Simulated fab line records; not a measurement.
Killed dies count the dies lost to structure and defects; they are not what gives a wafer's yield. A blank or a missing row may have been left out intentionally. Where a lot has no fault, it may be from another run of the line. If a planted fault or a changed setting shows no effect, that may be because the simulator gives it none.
Check of tool commonality    flow berkeley-cmos170    Lots sampled 16, wafers sampled 48

WHY IT WAS OPENED
UCB170_ACTIVE_THK_MEAS_06, reading ACTIVE_NITRIDE_THK: flagged on 4 of 16 lots. No-fault wafers: 221.5 nm, standard deviation 1.5.
Rule: flag the lot when none of its wafers has a number, or when each of its wafers that has one lies beyond 4 standard deviations from that mean. The other lots count as sound.

lot   measured     on             ACTIVE_NITRIDE_THK (nm), wafer by wafer  flag
L395  day 4 02:37  film-metro-03  220.3 219.9 221.3                        
L396  day 4 07:30  film-metro-03  220.6 220.8 221.6                        
L398  day 4 19:32  film-metro-01  222.5 222.9 222.4                        
L399  day 5 03:49  film-metro-04  221.6 222.7 221.5                        
L401  day 5 09:43  film-metro-04  224.0 223.4 223.6                        
L403  day 5 23:12  film-metro-03  218.4 220.1 218.2                        
L404  day 6 11:13  film-metro-04  220.8 220.2 219.9                        
L405  day 6 11:13  film-metro-01  220.2 220.9 223.5                        
L407  day 6 21:53  film-metro-03  169.3 169.5 169.3                        FLAGGED
L408  day 6 21:53  film-metro-01  170.1 170.2 169.3                        FLAGGED
L409  day 7 05:20  film-metro-01  169.1 169.0 169.3                        FLAGGED
L410  day 7 05:24  film-metro-01  169.2 169.3 167.2                        FLAGGED
L414  day 8 06:01  film-metro-03  219.1 219.7 220.0                        
L415  day 8 06:01  film-metro-01  225.7 225.1 223.2                        
L416  day 8 12:58  film-metro-03  220.9 222.8 220.2                        
L417  day 8 19:28  film-metro-01  220.0 220.8 221.1                        
On average the flagged lots' numbers are 169.2 nm, which is -52.3 nm against the usual, or -35 standard deviations.

WHICH TOOL EACH LOT WENT THROUGH
The record keeps 1 process step preceding the reading, out of 331 steps on the route. In each cell: the tool, then ch and the chambers that the sampled wafers went through, then the start.
lot   flag     UCB170_ACTIVE_CVD_05
L395           lpcvd-02 ch 1, day 4 00:42
L396           lpcvd-02 ch 0, day 4 05:34
L398           lpcvd-02 ch 1, day 4 17:37
L399           lpcvd-02 ch 0, day 5 01:53
L401           lpcvd-01 ch 1, day 5 07:49
L403           lpcvd-01 ch 1, day 5 21:16
L404           lpcvd-02 ch 1, day 6 09:17
L405           lpcvd-02 ch 0, day 6 09:17
L407  FLAGGED  lpcvd-02 ch 0, day 6 19:57
L408  FLAGGED  lpcvd-02 ch 0, day 6 19:57
L409  FLAGGED  lpcvd-02 ch 0, day 7 03:19
L410  FLAGGED  lpcvd-02 ch 1, day 7 03:19
L414           lpcvd-01 ch 0, day 8 03:08
L415           lpcvd-01 ch 0, day 8 03:08
L416           lpcvd-01 ch 0, day 8 11:03
L417           lpcvd-01 ch 1, day 8 17:32
What the steps here do:
- UCB170_ACTIVE_CVD_05: deposits Si3N4 from SiH2Cl2/NH3, target thk 220 nm, time 3300 s.
- UCB170_ACTIVE_THK_MEAS_06

FLAGGED OVER TOTAL, TOOL BY TOOL (the gauges that took the reading come last)
step                       tool           lots run  flagged  share of the flagged lots  sound lots run after its first flagged lot
UCB170_ACTIVE_CVD_05       lpcvd-01       6         0        none                       -
UCB170_ACTIVE_CVD_05       lpcvd-02       10        4        all                        0
UCB170_ACTIVE_THK_MEAS_06  film-metro-01  7         3        some                       2 (L415,L417)
UCB170_ACTIVE_THK_MEAS_06  film-metro-03  6         1        some                       2 (L414,L416)
UCB170_ACTIVE_THK_MEAS_06  film-metro-04  3         0        none                       -

WHAT IS ALLOWED BY THE TABLE
In the table, 1 row covers all flagged lots: lpcvd-02 at UCB170_ACTIVE_CVD_05.
- lpcvd-02 at UCB170_ACTIVE_CVD_05: 4 of its 10 lots flagged. A fault beginning between L404 (day 6 09:17), its last sound lot, and L407 (day 6 19:57), its first flagged one, fits the data.
Just one tool remains: lpcvd-02 at UCB170_ACTIVE_CVD_05.

WHAT THE SIMULATOR PUT IN
Site profile drift: lpcvd-02, from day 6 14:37 on, at UCB170_ACTIVE_CVD_05. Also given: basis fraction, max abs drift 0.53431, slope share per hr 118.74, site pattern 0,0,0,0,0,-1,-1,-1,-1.
Shown lots that were struck: L407, L408, L409, L410. This agrees with what the rule above found.
